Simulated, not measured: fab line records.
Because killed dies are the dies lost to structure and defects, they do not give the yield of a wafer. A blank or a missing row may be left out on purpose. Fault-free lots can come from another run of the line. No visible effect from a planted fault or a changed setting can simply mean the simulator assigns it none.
Matching of chambers    flow rit_cmos    4 sister chambers for RIT_SPACER_ETCHBACK_05 on rie_diel-01
The step etches Si3N4 in SF6/CHF3, stops on SiO2, target depth 250 nm, time 246.9 s. 4 wafers are shown with their chamber, then 7 later ones without.

== WAFERS WITH THEIR CHAMBER ==
wafer   chamber  drypump_motor_current_A (A)
L958.6  1        5.84
L963.5  2        5.49
L970.2  3        5.97
L970.4  0        5.83

== WAFERS WITHOUT THEIR CHAMBER ==
wafer   drypump_motor_current_A (A)
L970.5  5.47
L972.1  5.84
L972.4  5.83
L972.5  5.48
L975.1  5.82
L975.2  5.87
L975.6  5.84

== WHICH CHAMBER EACH WENT THROUGH ==
wafer   from the rows above      in truth
L970.5  2                        2
L972.1  can't be placed: 1 or 0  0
L972.4  can't be placed: 0 or 1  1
L972.5  2                        2
L975.1  can't be placed: 0 or 1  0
L975.2  can't be placed: 1 or 0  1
L975.6  can't be placed: 1 or 0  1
2 of 7 placed correctly. Not placeable from these rows: 5 (in 5, the candidates include the true chamber). Number placed wrongly: 0.
How it was worked out, from the rows above alone: a wafer's distance from a chamber is the root of the sum, over the readings, of the square of ((its reading less the chamber's mean) divided by the reading's scatter). The wafer belongs to the nearest chamber; if the next one is less than 2 further off, it can't be placed. A chamber's mean is the mean of its shown wafers. The scatter: with one shown wafer a chamber, the root of the mean of the squares of how far each hidden wafer lies from its nearest shown one.
